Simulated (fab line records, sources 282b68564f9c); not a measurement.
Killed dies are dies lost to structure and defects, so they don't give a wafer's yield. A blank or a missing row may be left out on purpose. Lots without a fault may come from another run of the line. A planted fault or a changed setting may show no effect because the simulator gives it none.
fab line records | flow rit_cmos
record lots=13 wafers=39 last_day=7
route steps=202 shown NRETRO@59 GATE@85 SDANNEAL@156 PSD@157 NSD@158 PLDD@159 NLDD@160 M1@202
lots that met no fault: from a run of the same line without faults
start_h: hours from the record's first day to the start of the lot's first wafer shown | wait_h: hours since the lot's step before | " the same as in the row above | L1.1+2: a row that stands for several wafers | - no value, or no start given | * or withheld: withheld | < > ~ a bound
route shown NAME@n: a module of which the file shows steps, and the number in the route of the first | usual: mean/standard deviation of fault-free wafers | same: alike in all rows | chamber/n: place in a boat | sites: the reading at each site | _std_site: their standard deviation | _edge_site: outer sites' mean less inner sites' | radius_mm: how far each site lies from the wafer's centre | mask NAME#n: copy n | behind: the tool/chamber that last shaped the wafer | hold: why the lot was held/for how many hours/how that ended | device: the transistor (n, p or np) that didn't switch | end of line: the same wafers' tests at the end of the route | a step without rows: its recipe alone | killed: dies lost to structure and defects at the first sort, not the wafer's yield | map: a wafer's dies, x killed, . not, _ none there
set.NAME: the setting as run; set.NAME@STEP: as run at that earlier step | model.NAME: the simulator's own value behind a step, which no gauge read
steps of the route over a sample of lots; a table a step, a row a wafer
services: from which hour (start_h, from the record's first day; less than 0 if before it) a tool's chamber was out of use, for how many hours, and why
## steps
# step RIT_NRETRO_OVL_MEAS_06
# usual NRETRO_OVL=-1.1/1.4
# columns lot.wafer tool chamber start_h wait_h NRETRO_OVL[nm]
L466.1 overlay-01 - 30.87 - -1.1
L466.3 " - " " -0.5
L466.6 " - " " -1.0
L467.1 overlay-01 - 35.66 - -0.2
L467.3 " - " " -2.8
L467.6 " - " " -0.6
L469.1 overlay-01 - 46.01 - -3.2
L469.3 " - " " 0.5
L469.4 " - " " -1.4
L470.1 overlay-01 - 50.93 - -0.5
L470.4 " - " " -4.7
L470.5 " - " " -0.6
L473.1 overlay-02 - 65.21 - -0.1
L473.4 " - " " -1.5
L473.5 " - " " 0.6
L474.3 overlay-01 - 71.38 - -1.3
L474.4 " - " " -2.9
L474.6 " - " " -3.4
L475.1 overlay-02 - 79.26 - 2.0
L475.2 " - " " -1.2
L475.4 " - " " -1.8
L476.2 overlay-02 - 82.56 - -0.7
L476.3 " - " " 0.0
L476.6 " - " " -0.3
L478.1 overlay-01 - 90.60 - -1.6
L478.4 " - " " 0.3
L478.6 " - " " 1.8
L485.4 overlay-02 - 126.19 - -1.3
L485.5 " - " " -0.2
L485.6 " - " " 0.9
L486.1 overlay-01 - 130.82 - 0.7
L486.3 " - " " 0.4
L486.6 " - " " 0.9
L487.1 overlay-02 - 136.49 - -0.7
L487.4 " - " " -1.9
L487.6 " - " " -0.7
L489.2 overlay-02 - 146.79 - 0.8
L489.3 " - " " 0.7
L489.6 " - " " 0.9
# step RIT_GATE_THK_MEAS_09
# recipe reads=poly-Si_of_GATE_CVD_08
# usual GATE_POLY_THK=249.8/2
# columns lot.wafer tool chamber start_h wait_h GATE_POLY_THK[nm]
L466.1 film_metro-03 - 40.00 0.0 251.1
L466.3 " - " " 249.8
L466.6 " - " " 252.8
L467.1 film_metro-04 - 41.62 0.0 249.8
L467.3 " - " " 249.3
L467.6 " - " " 248.3
L469.1 film_metro-02 - 52.69 0.0 252.9
L469.3 " - " " 253.7
L469.4 " - " " 254.6
L470.1 film_metro-03 - 57.63 0.0 253.3
L470.4 " - " " 251.8
L470.5 " - " " 251.6
L473.1 film_metro-03 - 70.91 0.0 249.8
L473.4 " - " " 250.4
L473.5 " - " " 249.5
L474.3 film_metro-02 - 77.84 0.0 248.9
L474.4 " - " " 251.0
L474.6 " - " " 250.5
L475.1 film_metro-02 - 86.49 0.0 248.7
L475.2 " - " " 249.6
L475.4 " - " " 248.7
L476.2 film_metro-03 - 88.99 0.0 248.8
L476.3 " - " " 252.8
L476.6 " - " " 249.4
L478.1 film_metro-03 - 100.35 0.0 249.9
L478.4 " - " " 248.1
L478.6 " - " " 247.7
L485.4 film_metro-02 - 132.38 0.0 251.0
L485.5 " - " " 250.7
L485.6 " - " " 249.8
L486.1 film_metro-04 - 139.96 0.0 250.3
L486.3 " - " " 248.2
L486.6 " - " " 248.6
L487.1 film_metro-03 - 142.57 0.0 247.6
L487.4 " - " " 249.3
L487.6 " - " " 250.9
L489.2 film_metro-04 - 154.70 0.0 247.9
L489.3 " - " " 249.1
L489.6 " - " " 248.2
# step RIT_GATE_STRIP_20
# recipe chemistry=O2 time_s=180 resist=NOVOLAK platen_temp_c=withheld power_w=500 pressure_mtorr=4000 o2_flow_sccm=4000
# usual drypump_motor_current_A=5.5/0.44 rf_refl_power_W=6.7/1.6
# columns lot.wafer tool chamber start_h wait_h drypump_motor_current_A rf_hours_counter_h rf_refl_power_W
L466.1 plasma_asher-02 0 41.33 0.1 6.2 42 5.4
L466.3 " 1 " " 5.2 - 9.8
L466.6 " 1 " " 5.2 - 9.6
L467.1 plasma_asher-03 1 42.94 0.1 5.4 20 4.9
L467.3 " 0 " " 5.2 - 7.7
L467.6 " 1 " " 5.4 - 5.0
L469.1 plasma_asher-03 1 54.03 0.1 5.4 21 4.7
L469.3 " 0 " " 5.2 - 8.0
L469.4 " 1 " " 5.4 - 4.9
L470.1 plasma_asher-03 1 58.98 0.1 5.4 22 5.1
L470.4 " 1 " " 5.4 - 5.1
L470.5 " 1 " " 5.4 - 5.0
L473.1 plasma_asher-02 1 72.65 0.1 5.2 45 9.7
L473.4 " 0 " " 6.2 - 5.6
L473.5 " 1 " " 5.3 - 9.6
L474.3 plasma_asher-02 1 79.58 0.1 5.3 - 9.2
L474.4 " 0 " " 6.2 - 5.7
L474.6 " 0 " " 6.2 - 5.5
L475.1 plasma_asher-02 0 87.81 0.1 6.2 47 5.5
L475.2 " 1 " " 5.3 47 9.4
L475.4 " 0 " " 6.2 - 5.5
L476.2 plasma_asher-02 1 90.43 0.1 5.3 47 9.2
L476.3 " 0 " " 6.2 - 5.2
L476.6 " 1 " " 5.3 - 9.5
L478.1 plasma_asher-02 1 101.80 0.1 5.3 49 9.4
L478.4 " 1 " " 5.3 - 9.6
L478.6 " 0 " " 6.2 - 5.3
L485.4 plasma_asher-02 0 133.73 0.1 6.2 - 5.6
L485.5 " 1 " " 5.3 - 10.0
L485.6 " 0 " " 6.2 - 5.2
L486.1 plasma_asher-03 0 141.29 0.1 5.1 30 8.3
L486.3 " 0 " " 5.2 - 8.2
L486.6 " 0 " " 5.1 - 7.8
L487.1 plasma_asher-03 1 143.89 0.1 5.4 30 4.9
L487.4 " 1 " " 5.4 - 4.8
L487.6 " 0 " " 5.2 - 7.7
L489.2 plasma_asher-01 0 156.09 0.1 6.1 55 6.2
L489.3 " 1 " " 5.1 - 6.5
L489.6 " 0 " " 6.1 - 6.1
# step RIT_SDANNEAL_RTA_03
# recipe temp_c=1050 time_s=5 idle_temp_c=600 ramp_up_c_per_s=342 ramp_down_c_per_s=171 cool_to_c=600 ambient=N2
# usual ramp_up_c_per_s=342.00/0.057 wafer_temp_C_max=1053.6/1.3
# columns lot.wafer tool chamber start_h wait_h ramp_up_c_per_s wafer_temp_C_max
L466.1 rtp_anneal-02 0 53.76 0.0 342.01 1054.2
L466.3 " 0 " " 342.05 1053.7
L466.6 " 0 " " 342.02 1055.0
L467.1 rtp_anneal-01 0 56.45 0.0 341.96 1052.7
L467.3 " 0 " " 341.97 1052.6
L467.6 " 0 " " 341.96 1052.9
L469.1 rtp_anneal-01 0 68.59 0.0 341.99 1055.0
L469.3 " 0 " " 341.91 1053.8
L469.4 " 0 " " 342.02 1052.0
L470.1 rtp_anneal-02 0 72.37 0.0 341.96 1054.8
L470.4 " 0 " " 342.02 1053.8
L470.5 " 0 " " 342.00 1054.5
L473.1 rtp_anneal-01 0 85.06 0.0 342.01 1053.9
L473.4 " 0 " " 342.10 1052.5
L473.5 " 0 " " 341.92 1053.8
L474.3 rtp_anneal-02 0 93.92 0.0 342.00 1051.7
L474.4 " 0 " " 341.96 1052.1
L474.6 " 0 " " 341.94 1052.1
L475.1 rtp_anneal-01 0 101.48 0.0 341.92 1053.4
L475.2 " 0 " " 342.03 1053.6
L475.4 " 0 " " 342.07 1053.7
L476.2 rtp_anneal-02 0 104.56 0.0 341.94 1053.4
L476.3 " 0 " " 342.05 1054.2
L476.6 " 0 " " 342.00 1051.5
L478.1 rtp_anneal-02 0 114.25 0.0 342.03 1052.6
L478.4 " 0 " " 342.04 1052.5
L478.6 " 0 " " 342.07 1055.2
L485.4 rtp_anneal-01 0 146.95 0.0 341.98 1056.4
L485.5 " 0 " " 342.00 1054.5
L485.6 " 0 " " 341.98 1054.0
L486.1 rtp_anneal-01 0 154.63 0.0 341.93 1051.8
L486.3 " 0 " " 342.10 1053.0
L486.6 " 0 " " 342.02 1055.3
L487.1 rtp_anneal-01 0 156.23 0.0 342.00 1052.0
L487.4 " 0 " " 341.97 1052.8
L487.6 " 0 " " 341.97 1052.8
L489.2 rtp_anneal-01 0 170.90 0.0 342.06 1052.4
L489.3 " 0 " " 342.02 1052.6
L489.6 " 0 " " 341.95 1056.4
# step RIT_SDANNEAL_RS_MEAS_04
# recipe thk_meas_gauge=four-point-probe
# usual PSD_RS=115.6/0.32
# columns lot.wafer tool chamber start_h wait_h PSD_RS[ohm/sq]
L466.1 film_metro-01 - 53.82 0.0 115.8
L466.3 " - " " 115.4
L466.6 " - " " 115.6
L467.1 film_metro-02 - 56.50 0.0 115.9
L467.3 " - " " 115.8
L467.6 " - " " 115.4
L469.1 film_metro-02 - 68.65 0.0 115.7
L469.3 " - " " 115.1
L469.4 " - " " 115.4
L470.1 film_metro-01 - 72.43 0.0 115.6
L470.4 " - " " 115.4
L470.5 " - " " 115.6
L473.1 film_metro-04 - 85.12 0.0 115.7
L473.4 " - " " 115.5
L473.5 " - " " 115.7
L474.3 film_metro-01 - 94.00 0.1 115.2
L474.4 " - " " 115.3
L474.6 " - " " 114.9
L475.1 film_metro-04 - 101.54 0.0 115.6
L475.2 " - " " 115.6
L475.4 " - " " 115.6
L476.2 film_metro-02 - 104.63 0.1 97.3
L476.3 " - " " 97.4
L476.6 " - " " 97.7
L478.1 film_metro-02 - 114.30 0.0 97.7
L478.4 " - " " 97.3
L478.6 " - " " 97.4
L485.4 film_metro-02 - 147.04 0.1 115.8
L485.5 " - " " 115.9
L485.6 " - " " 115.9
L486.1 film_metro-02 - 154.69 0.0 116.1
L486.3 " - " " 115.6
L486.6 " - " " 116.0
L487.1 film_metro-01 - 156.29 0.0 115.2
L487.4 " - " " 115.5
L487.6 " - " " 115.5
L489.2 film_metro-02 - 170.97 0.1 115.9
L489.3 " - " " 115.8
L489.6 " - " " 115.7
# step RIT_SDANNEAL_RS_MEAS_05
# recipe thk_meas_gauge=four-point-probe
# usual NSD_RS=84.4/0.33
# columns lot.wafer tool chamber start_h wait_h NSD_RS[ohm/sq]
L466.1 film_metro-01 - 53.94 0.1 84.2
L466.3 " - " " 84.0
L466.6 " - " " 84.0
L467.1 film_metro-02 - 56.62 0.1 84.4
L467.3 " - " " 84.4
L467.6 " - " " 84.2
L469.1 film_metro-02 - 68.77 0.1 84.4
L469.3 " - " " 84.6
L469.4 " - " " 84.3
L470.1 film_metro-01 - 72.55 0.1 84.1
L470.4 " - " " 84.0
L470.5 " - " " 84.0
L473.1 film_metro-04 - 85.24 0.1 84.9
L473.4 " - " " 84.7
L473.5 " - " " 84.7
L474.3 film_metro-01 - 94.12 0.1 84.5
L474.4 " - " " 85.1
L474.6 " - " " 84.5
L475.1 film_metro-04 - 101.66 0.1 84.4
L475.2 " - " " 84.6
L475.4 " - " " 85.1
L476.2 film_metro-02 - 104.75 0.1 81.5
L476.3 " - " " 81.2
L476.6 " - " " 81.5
L478.1 film_metro-02 - 114.42 0.1 81.9
L478.4 " - " " 82.1
L478.6 " - " " 81.8
L485.4 film_metro-02 - 147.16 0.1 84.0
L485.5 " - " " 83.8
L485.6 " - " " 84.1
L486.1 film_metro-02 - 154.81 0.1 84.9
L486.3 " - " " 84.8
L486.6 " - " " 84.7
L487.1 film_metro-01 - 156.41 0.1 84.0
L487.4 " - " " 84.1
L487.6 " - " " 83.8
L489.2 film_metro-02 - 171.09 0.1 84.4
L489.3 " - " " 84.4
L489.6 " - " " 84.7
# step RIT_SDANNEAL_RS_MEAS_06
# recipe thk_meas_gauge=four-point-probe
# usual PLDD_RS=178.3/0.51
# columns lot.wafer tool chamber start_h wait_h PLDD_RS[ohm/sq]
L466.1 film_metro-01 - 54.06 0.1 177.5
L466.3 " - " " 178.0
L466.6 " - " " 178.7
L467.1 film_metro-02 - 56.74 0.1 179.0
L467.3 " - " " 178.5
L467.6 " - " " 178.4
L469.1 film_metro-02 - 68.89 0.1 178.3
L469.3 " - " " 178.3
L469.4 " - " " 178.2
L470.1 film_metro-01 - 72.67 0.1 177.8
L470.4 " - " " 178.0
L470.5 " - " " 177.3
L473.1 film_metro-04 - 85.36 0.1 178.1
L473.4 " - " " 178.5
L473.5 " - " " 177.7
L474.3 film_metro-01 - 94.24 0.1 178.2
L474.4 " - " " 178.4
L474.6 " - " " 177.5
L475.1 film_metro-04 - 101.78 0.1 178.1
L475.2 " - " " 178.6
L475.4 " - " " 178.3
L476.2 film_metro-02 - 104.87 0.1 161.2
L476.3 " - " " 161.5
L476.6 " - " " 161.8
L478.1 film_metro-02 - 114.54 0.1 161.1
L478.4 " - " " 161.0
L478.6 " - " " 161.3
L485.4 film_metro-02 - 147.28 0.1 178.4
L485.5 " - " " 177.4
L485.6 " - " " 178.4
L486.1 film_metro-02 - 154.93 0.1 179.0
L486.3 " - " " 178.6
L486.6 " - " " 178.6
L487.1 film_metro-01 - 156.53 0.1 178.4
L487.4 " - " " 177.7
L487.6 " - " " 178.1
L489.2 film_metro-02 - 171.21 0.1 178.3
L489.3 " - " " 178.6
L489.6 " - " " 178.3
# step RIT_SDANNEAL_RS_MEAS_07
# recipe thk_meas_gauge=four-point-probe
# usual NLDD_RS=151.5/0.52
# columns lot.wafer tool chamber start_h wait_h NLDD_RS[ohm/sq]
L466.1 film_metro-01 - 54.18 0.1 151.2
L466.3 " - " " 150.6
L466.6 " - " " 151.2
L467.1 film_metro-02 - 56.86 0.1 151.3
L467.3 " - " " 151.4
L467.6 " - " " 151.9
L469.1 film_metro-02 - 69.01 0.1 152.6
L469.3 " - " " 152.3
L469.4 " - " " 152.3
L470.1 film_metro-01 - 72.79 0.1 150.8
L470.4 " - " " 150.5
L470.5 " - " " 150.8
L473.1 film_metro-04 - 85.48 0.1 152.1
L473.4 " - " " 151.3
L473.5 " - " " 151.6
L474.3 film_metro-01 - 94.36 0.1 151.8
L474.4 " - " " 151.3
L474.6 " - " " 151.0
L475.1 film_metro-04 - 101.90 0.1 150.6
L475.2 " - " " 151.1
L475.4 " - " " 151.1
L476.2 film_metro-02 - 104.99 0.1 148.8
L476.3 " - " " 148.4
L476.6 " - " " 148.7
L478.1 film_metro-02 - 114.66 0.1 148.9
L478.4 " - " " 148.7
L478.6 " - " " 148.5
L485.4 film_metro-02 - 147.40 0.1 151.5
L485.5 " - " " 151.5
L485.6 " - " " 152.2
L486.1 film_metro-02 - 155.05 0.1 151.9
L486.3 " - " " 151.8
L486.6 " - " " 151.8
L487.1 film_metro-01 - 156.65 0.1 151.1
L487.4 " - " " 151.0
L487.6 " - " " 151.4
L489.2 film_metro-02 - 171.33 0.1 151.8
L489.3 " - " " 151.7
L489.6 " - " " 151.4
# step RIT_M1_PROBE_99
# usual killed_at_M0_to_M3=0.0/0.18 killed_at_contacts=0.1/0.32 killed_at_front_end=7/3 killed_dies=7/3.1 killed_open=3.3/1.8 killed_short=3.6/2
# same gross_dies=264 killed_at_M4_up=0 killed_at_back_side=0 killed_at_other=0
# columns lot.wafer tool chamber start_h wait_h killed_at_M0_to_M3 killed_at_contacts killed_at_front_end killed_dies killed_open killed_short
L469.1 prober-02 - 76.03 0.1 0 0 8 8 5 3
L469.3 prober-02 - 76.13 0.2 0 0 11 11 5 6
L469.4 prober-02 - 76.18 0.2 0 0 10 10 6 4
L470.1 prober-01 - 79.79 0.1 0 0 10 10 3 7
L470.4 prober-01 - 79.94 0.2 0 0 13 13 6 7
L470.5 prober-01 - 79.99 0.2 0 0 8 8 6 2
L476.2 prober-01 - 112.32 0.1 0 0 7 7 2 5
L476.3 prober-01 - 112.37 0.2 0 0 8 8 5 3
L476.6 prober-01 - 112.52 0.2 0 0 7 7 2 5
L478.1 prober-01 - 121.81 0.1 0 0 4 4 2 2
L478.4 prober-01 - 121.96 0.2 0 0 14 14 9 5
L478.6 prober-01 - 122.06 0.2 0 0 9 9 5 4
L486.1 prober-01 - 162.37 0.1 0 0 6 6 4 2
L486.3 prober-01 - 162.47 0.2 0 0 4 4 3 1
L486.6 prober-01 - 162.62 0.2 0 0 2 2 1 1
# killed by level:class
L469.1 FOX1:geometric_particle:open=3 SILICIDE:geometric_particle:open=2 GATE:geometric_particle:short=1 SPACER:geometric_particle:short=1 SILICIDE:geometric_particle:short=1
L469.3 GATE:geometric_particle:short=3 FOX1:geometric_particle:open=2 FOX1:geometric_particle:short=1 GATE:geometric_particle:open=1 REOX:geometric_particle:short=1 SPACER:geometric_particle:open=1 SILICIDE:geometric_particle:short=1 SILICIDE:geometric_particle:open=1
L469.4 GATE:geometric_particle:open=4 FOX1:geometric_particle:short=2 REOX:geometric_particle:short=2 FOX1:geometric_particle:open=1 REOX:geometric_particle:open=1
L470.1 GATE:geometric_particle:open=2 GATE:geometric_particle:short=2 REOX:geometric_particle:short=2 FOX2:geometric_particle:short=1 REOX:geometric_particle:open=1 SPACER:geometric_particle:short=1 SILICIDE:geometric_particle:short=1
L470.4 GATE:geometric_particle:open=4 FOX2:geometric_particle:short=3 GATE:geometric_particle:short=3 FOX1:geometric_particle:open=1 FOX2:geometric_particle:open=1 SPACER:geometric_particle:short=1
L470.5 FOX1:geometric_particle:open=3 REOX:geometric_particle:open=2 FOX2:geometric_particle:open=1 FOX2:geometric_particle:short=1 SPACER:geometric_particle:short=1
L476.2 REOX:geometric_particle:short=3 GATE:geometric_particle:short=1 GATE:geometric_particle:open=1 REOX:geometric_particle:open=1 SILICIDE:geometric_particle:short=1
L476.3 GATE:geometric_particle:open=3 REOX:geometric_particle:short=2 FOX1:geometric_particle:open=1 GATE:geometric_particle:short=1 REOX:geometric_particle:open=1
L476.6 GATE:geometric_particle:short=3 FOX1:geometric_particle:short=1 SPACER:geometric_particle:short=1 SPACER:geometric_particle:open=1 SILICIDE:geometric_particle:open=1
L478.1 FOX1:geometric_particle:short=1 FOX1:geometric_particle:open=1 GATE:geometric_particle:short=1 GATE:geometric_particle:open=1
L478.4 SILICIDE:geometric_particle:open=5 GATE:geometric_particle:open=2 SILICIDE:geometric_particle:short=2 FOX1:geometric_particle:short=1 REOX:geometric_particle:open=1 REOX:geometric_particle:short=1 SPACER:geometric_particle:open=1 SPACER:geometric_particle:short=1
L478.6 FOX2:geometric_particle:open=2 GATE:geometric_particle:open=2 FOX1:geometric_particle:short=1 GATE:geometric_particle:short=1 REOX:geometric_particle:open=1 REOX:geometric_particle:short=1 SPACER:geometric_particle:short=1
L486.1 GATE:geometric_particle:open=3 FOX1:geometric_particle:open=1 FOX1:geometric_particle:short=1 REOX:geometric_particle:short=1
L486.3 GATE:geometric_particle:open=2 REOX:geometric_particle:open=1 REOX:geometric_particle:short=1
L486.6 GATE:geometric_particle:open=1 SPACER:geometric_particle:short=1
## services
# columns tool chamber start_h hours kind
plasma_asher-03 - 107.98 6.8 repair
plasma_asher-02 - 108.75 9.0 pm
plasma_asher-02 0 108.75 9.0 vent_cycle
plasma_asher-02 1 108.75 9.0 vent_cycle
plasma_asher-02 0 117.75 - clean
plasma_asher-02 1 117.75 - clean
rtp_anneal-02 - 152.63 5.1 pm
## key
first_sign step=RIT_SDANNEAL_RS_MEAS_04 reading=PSD_RS direction=down sigmas=57 usual=115.6 struck=97.5
effect step=RIT_SDANNEAL_RS_MEAS_05 reading=NSD_RS direction=down sigmas=8.2 usual=84.4 struck=81.6
effect step=RIT_SDANNEAL_RS_MEAS_06 reading=PLDD_RS direction=down sigmas=33 usual=178.3 struck=161.3
effect step=RIT_SDANNEAL_RS_MEAS_07 reading=NLDD_RS direction=down sigmas=5.4 usual=151.5 struck=148.7
met_at RIT_SDANNEAL_RTA_03
struck_lots L476,L478
tester_left_out L476,L478
not_acting_at RIT_NRETRO_OVL_MEAS_06,RIT_GATE_THK_MEAS_09,RIT_GATE_STRIP_20
onset_between 93.92 104.56
fault kind=process_parameter_drift tool=rtp_anneal-02 chamber=- onset_h=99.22 steps=RIT_SDANNEAL_RTA_03 channel=time_s offset=* shape=step end_h=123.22 acts_in=* stated=*
# tester_left_out: of these lots the tester's yield and bins aren't shown, on N5 and GAA mostly nor the transistor test; their killed dies are dies lost to structure and defects alone, not to doping, threshold or leakage, so they don't give the yield
